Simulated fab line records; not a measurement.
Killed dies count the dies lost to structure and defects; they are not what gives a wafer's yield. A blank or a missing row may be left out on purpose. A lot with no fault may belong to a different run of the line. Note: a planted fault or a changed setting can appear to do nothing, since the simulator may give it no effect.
One fault through the eyes of 2 desks + flow berkeleyCmos170 + every desk sees just its own numbers, and what lay behind them comes last

## AT THE TOOL OWNER'S DESK: wetBench-01
The tool's own readings at UCB170_SILICIDE_WET_ETCH_05 (etches Ti in SPM, time 45 s): means of the sampled wafers that have a number, for each lot that ran on this tool. A lot is out of limits, marked OUT, if its mean lies more than 4 standard deviations from the usual mean; the brackets give that distance.
Columns: A = bathGuardTempC at UCB170_SILICIDE_WET_ETCH_05, usual 119.9 C; B = tempC at UCB170_SILICIDE_WET_ETCH_05, usual 119.99 C
| lot  | first seen here | A     | B      |
|------|-----------------|-------|--------|
| L278 | day 9 08:20     | 120.1 | 120.05 |
| L279 | day 9 08:36     | 119.6 | 119.85 |
| L289 | day 11 20:32    | 119.8 | 119.90 |
This desk's finding: nothing out of limits on any of the 3 lots.

## FROM THE METROLOGY DESK
Means of the sampled wafers that have a number, per lot and without regard to the tool the lot ran on: this is what the gauges read. A lot is out of limits, marked OUT, if its mean lies more than 4 standard deviations from the usual mean; the brackets give that distance.
Columns: A = cdNm at UCB170_M3_CD_MEAS_15, usual 699.9 nm; B = M3_BOW at UCB170_M3_BOW_MEAS_20, usual 37 um
| lot  | first seen here | A     | B  |
|------|-----------------|-------|----|
| L272 | day 8 13:59     | 701.4 | 38 |
| L275 | day 9 01:26     | 699.5 | 33 |
| L273 | day 9 04:53     | 700.3 | 30 |
| L274 | day 9 05:07     | 698.2 | 31 |
| L276 | day 9 13:50     | 700.0 | 32 |
| L277 | day 9 15:24     | 700.4 | 33 |
| L278 | day 10 05:16    | 700.1 | 41 |
| L279 | day 10 05:35    | 699.0 | 35 |
| L283 | day 10 16:43    | 700.1 | 41 |
| L280 | day 10 21:37    | 699.0 | 37 |
| L281 | day 10 21:55    | 700.7 | 44 |
| L289 | day 12 18:35    | 700.5 | 47 |
| L292 | day 13 13:00    | 698.0 | 42 |
This desk's finding: nothing out of limits on any of the 13 lots.

## ALL TOGETHER
Nothing out of limits was seen by the tool owner's desk.
At the metrology desk, nothing out of limits was observed.

## WHAT THE SIMULATOR HAD PUT IN
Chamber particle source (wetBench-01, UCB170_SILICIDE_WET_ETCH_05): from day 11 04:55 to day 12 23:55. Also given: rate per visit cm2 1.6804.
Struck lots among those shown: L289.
